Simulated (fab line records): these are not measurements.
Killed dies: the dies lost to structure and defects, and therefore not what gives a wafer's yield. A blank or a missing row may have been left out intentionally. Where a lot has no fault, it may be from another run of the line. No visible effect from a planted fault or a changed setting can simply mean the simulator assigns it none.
Matching of chambers + flow berkeley_cmos170 + cmp-02 running UCB170_V2_CMP_02: 4 sister chambers
The step polishes SiO2. 14 wafers are shown with their chamber, then 6 later ones without.

WAFERS, EACH WITH ITS CHAMBER
| wafer  | chamber | motor_current_A (A) |
|--------|---------|---------------------|
| L251.1 | 2       | 14.8                |
| L251.3 | 1       | 14.0                |
| L251.5 | 2       | 14.4                |
| L253.3 | 1       | 12.9                |
| L253.5 | 3       | 17.8                |
| L253.6 | 2       | 15.0                |
| L263.2 | 3       | 17.1                |
| L263.5 | 2       | 14.3                |
| L267.2 | 0       | 15.1                |
| L267.3 | 2       | 14.6                |
| L267.5 | 2       | 14.5                |
| L270.2 | 1       | 14.5                |
| L270.5 | 1       | 14.2                |
| L270.6 | 0       | 15.2                |

SIGNATURES (averages over the wafers above)
| reading         | chamber 0 | chamber 1 | chamber 2 | chamber 3 | scatter within a chamber |
|-----------------|-----------|-----------|-----------|-----------|--------------------------|
| motor_current_A | 15.150    | 13.900    | 14.600    | 17.450    | 0.453                    |
Rule: a wafer's distance from a chamber is the root of the sum, over the readings, of the square of ((its reading less the chamber's mean) divided by the reading's scatter). The wafer belongs to the nearest chamber; if the next one is less than 2 further off, it can't be placed. The scatter is the square root of a quotient: the sum, over the shown wafers, of each reading's squared deviation from its chamber's mean, divided by wafers minus chambers.

WAFERS WHOSE CHAMBER IS MISSING
| wafer  | motor_current_A (A) |
|--------|---------------------|
| L273.2 | 14.0                |
| L273.5 | 15.5                |
| L273.6 | 13.8                |
| L274.1 | 14.8                |
| L274.2 | 14.0                |
| L274.4 | 15.2                |

CHAMBER TAKEN BY EACH
| wafer  | from the rows above          | in truth |
|--------|------------------------------|----------|
| L273.2 | can't be placed: 1 or 2      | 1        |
| L273.5 | can't be placed: 0 or 2      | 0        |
| L273.6 | can't be placed: 1 or 2      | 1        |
| L274.1 | can't be placed: 2 or 0 or 1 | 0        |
| L274.2 | can't be placed: 1 or 2      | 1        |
| L274.4 | can't be placed: 0 or 2      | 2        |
Correctly placed: 0 of 6. Not placeable from these rows: 6 (in 6, the candidates include the true chamber). Wrongly placed: 0.
